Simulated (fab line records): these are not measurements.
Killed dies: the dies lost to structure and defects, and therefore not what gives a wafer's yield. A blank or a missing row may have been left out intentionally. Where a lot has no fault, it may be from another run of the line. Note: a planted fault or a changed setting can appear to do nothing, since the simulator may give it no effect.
The tool behind it: which one? ; flow rit_cmos ; route of 202 steps, sampled at 1 step: 7 lots, 21 wafers

WHAT THE GAUGES SHOWED, per wafer
RIT_ACTIVE_CD_MEAS_11: the cd target is 1400 nm.
lot;measured;on;cd_nm (nm)
L745;day 2 01:25;cd_sem-02;1401.4 1402.7 1399.3
L747;day 2 10:51;cd_sem-02;1402.5 1400.3 1399.4
L755;day 4 02:35;cd_sem-01;1396.1 1395.5 1396.6
L757;day 4 12:26;cd_sem-01;1397.4 1397.7 1399.0
L759;day 4 23:02;cd_sem-01;1398.7 1397.5 1400.9
L763;day 5 20:08;cd_sem-02;1398.8 1396.4 1397.8
L766;day 6 11:10;cd_sem-02;1402.4 1401.7 1402.0

WHAT TOOL EACH LOT RAN ON (gives the tool, then ch and the chambers of the sampled wafers, and finally the start)
No process step before these readings appears in the record.

THE ANSWER, worked out from the rows above alone
Rule: what is usual is taken from the lots themselves. Put in order of their means at a reading, lots are off if they are a third of the lots or fewer, leave a main group of 4 or more, and stand apart from it by a gap of 3 or more times the standard deviation of the main group's means; of several such gaps the widest counts. A main group whose means are all the same, to the digits that the tables above print for the reading, isn't used. Also off: a lot with no number at a reading for which 4 or more lots have one. The other lots that the step has rows for count as sound.
No lot is off on any of the readings shown, so nothing can be concluded from this.

WHAT THE SIMULATOR PUT IN
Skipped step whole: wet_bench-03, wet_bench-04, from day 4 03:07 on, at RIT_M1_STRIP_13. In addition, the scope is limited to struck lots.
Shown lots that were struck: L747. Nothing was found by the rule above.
